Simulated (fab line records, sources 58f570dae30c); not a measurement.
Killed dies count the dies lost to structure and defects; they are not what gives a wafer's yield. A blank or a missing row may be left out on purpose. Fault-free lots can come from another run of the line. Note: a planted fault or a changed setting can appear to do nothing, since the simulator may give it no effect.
Struck lot and sound lot, side by side || flow berkeley cmos170 || 14 out of 331 route steps
Sound: the wafers L482.2, L482.4, L482.5. The struck wafers were L489.2, L489.3, L489.6. The cause is given at the end.
Per side, at each step with rows, come the tool, then ch with its chambers, and then its first start. Under that, the readings that differ: sound wafers || struck wafers || difference of the means || sigmas: that difference in standard deviations of wafers without a fault.
alike: readings whose means differ by less than 2 such deviations, and words and numbers that are the same on both sides. not compared: withheld readings, readings that some wafer has no value for, bounds like >300 that may hide the same value, and numbers for which the record gives no deviation and whose values overlap.
The two part at a step that has a row with sigmas, a row that says differs or no value, or rows on one side only. Numbers that have no deviation but don't overlap get no sigmas and don't part them. A reading missing from all wafers of one side parts the sides only when that side holds two or more wafers.

UCB170_PLDD_CD_MEAS_06 targets a cd of 1200 nm.
  sound on cd sem-01 at day 7 13:19; struck on cd sem-01 at day 9 00:55
  alike: cd nm
UCB170_PLDD_OVL_MEAS_07:
  sound on overlay-02 at day 7 13:26; struck on overlay-02 at day 9 01:02
  alike: PLDD_OVL
then, 2 steps without rows for these wafers: UCB170_PLDD_IMPLANT_08; UCB170_PLDD_IMPLANT_09.
UCB170_PLDD_STRIP_10: strips in O2.
  sound on plasma asher-02 ch 0,1, day 7 13:46; struck on plasma asher-03 ch 0,1, day 9 01:22
{"reading": "strip time to endpoint s (s)", "sound": "21.64 21.58 21.60", "struck": "21.78 21.74 21.74", "difference": "+0.15", "sigmas": "+2"}
  alike: drypump motor current A, o2 flow sccm, oes product au
  not compared: rf hours counter h
UCB170_PLDD_TW_MEAS_11:
  sound on film metro-01 at day 7 13:52; struck on film metro-03 at day 9 01:28
  alike: PLDD_TW
then, 6 steps without rows for these wafers: UCB170_PLDD_CLEAN_12 (cleans in SPM, time 600 s); UCB170_NLDD_HMDS_00 (prime time 60 s); UCB170_NLDD_COAT_01 (resist thk 900 nm); UCB170_NLDD_SOFTBAKE_02 (time 60 s); UCB170_NLDD_EXPOSE_03 (exposes mask NSELECT, target cd 1200 nm); UCB170_NLDD_PEB_04.
UCB170_NLDD_DEVELOP_05: develop time 45 s.
  sound on litho track-03 ch 0, day 7 15:00; struck on litho track-01, day 9 03:00
  no value came back on the struck wafers for chill plate temp C (C), develop time s (s); on the sound wafers chill plate temp C (C) reads 23.07 23.05 23.01
{"reading": "model.KrF_of_NLDD_COAT_01.thk nm (nm)", "sound": "882.3 887.2 884.9", "struck": "897.6 900.3 898.1", "difference": "+13.9", "sigmas": ""}
UCB170_NLDD_CD_MEAS_06 targets a cd of 1200 nm.
  sound on cd sem-01 at day 7 15:17; struck on cd sem-02 at day 9 03:38
{"reading": "cd nm (nm)", "sound": "1201.7 1200.2 1201.4", "struck": "- - -", "difference": "no value on the struck wafers", "sigmas": ""}

## WHERE THEY PART
At UCB170_PLDD_STRIP_10 first; at UCB170_NLDD_CD_MEAS_06 last (within this record only).

WHY: what the simulator had put in
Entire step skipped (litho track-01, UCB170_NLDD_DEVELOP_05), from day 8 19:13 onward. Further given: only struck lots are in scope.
